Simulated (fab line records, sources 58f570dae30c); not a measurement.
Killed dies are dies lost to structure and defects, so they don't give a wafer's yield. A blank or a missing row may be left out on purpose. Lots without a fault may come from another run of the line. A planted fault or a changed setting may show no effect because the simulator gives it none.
Which tool did it? | flow berkeley_cmos170 | 7 lots, 21 wafers sampled, at 3 steps of a route of 331

WHAT THE GAUGES READ, wafer by wafer
UCB170_ACTIVE_CD_MEAS_90: target cd 1200 nm.
lot  | measured    | on        | cd_nm (nm)
L866 | day 5 16:22 | cd_sem-01 | 1200.3 1200.3 1202.2
L868 | day 6 06:21 | cd_sem-01 | 1201.0 1199.9 1200.3
L871 | day 6 20:36 | cd_sem-01 | 1200.4 1202.0 1200.6
L873 | day 7 10:56 | cd_sem-01 | 1201.2 1199.3 1199.4
L877 | day 8 01:04 | cd_sem-01 | 1199.5 1198.4 1200.4
L878 | day 8 07:48 | cd_sem-02 | 1198.6 1197.3 1197.4
L882 | day 9 10:29 | cd_sem-01 | 1200.6 1200.1 1201.5

WHICH TOOL RAN EACH LOT (tool, then ch and the chambers of the sampled wafers, then the start)
lot  | UCB170_ACTIVE_ETCH_15             | UCB170_ACTIVE_STRIP_16
L866 | rie_diel-02 ch 2,3, day 5 16:09   | plasma_asher-01 ch 0,1, day 5 16:15
L868 | rie_diel-03 ch 0,1,2, day 6 06:09 | plasma_asher-04 ch 0,1, day 6 06:15
L871 | rie_diel-03 ch 1,2,3, day 6 20:22 | plasma_asher-01 ch 0,1, day 6 20:29
L873 | rie_diel-02 ch 0,1, day 7 10:44   | plasma_asher-04 ch 0,1, day 7 10:50
L877 | rie_diel-03 ch 0,2, day 8 00:52   | plasma_asher-03 ch 0,1, day 8 00:58
L878 | rie_diel-03 ch 0,2,3, day 8 07:36 | plasma_asher-04 ch 0,1, day 8 07:42
L882 | rie_diel-02 ch 1,2,3, day 9 10:17 | plasma_asher-04 ch 0,1, day 9 10:23
- UCB170_ACTIVE_ETCH_15: etches Si3N4 in CH3F/Ar/O2, stops on SiO2, target depth 242 nm, time 151 s.
- UCB170_ACTIVE_STRIP_16: strips in O2.

THE ANSWER, worked out from the rows above alone
Rule: what is usual is taken from the lots themselves. Put in order of their means at a reading, lots are off if they are a third of the lots or fewer, leave a main group of 4 or more, and stand apart from it by a gap of 3 or more times the standard deviation of the main group's means; of several such gaps the widest counts. A main group whose means are all the same, to the digits that the tables above print for the reading, isn't used. A lot without any number at a reading at which 4 lots or more have one is off too. The other lots that the step has rows for count as sound.
No lot is off at any reading shown: from this, nothing can be told.

WHAT THE SIMULATOR HAD PUT IN
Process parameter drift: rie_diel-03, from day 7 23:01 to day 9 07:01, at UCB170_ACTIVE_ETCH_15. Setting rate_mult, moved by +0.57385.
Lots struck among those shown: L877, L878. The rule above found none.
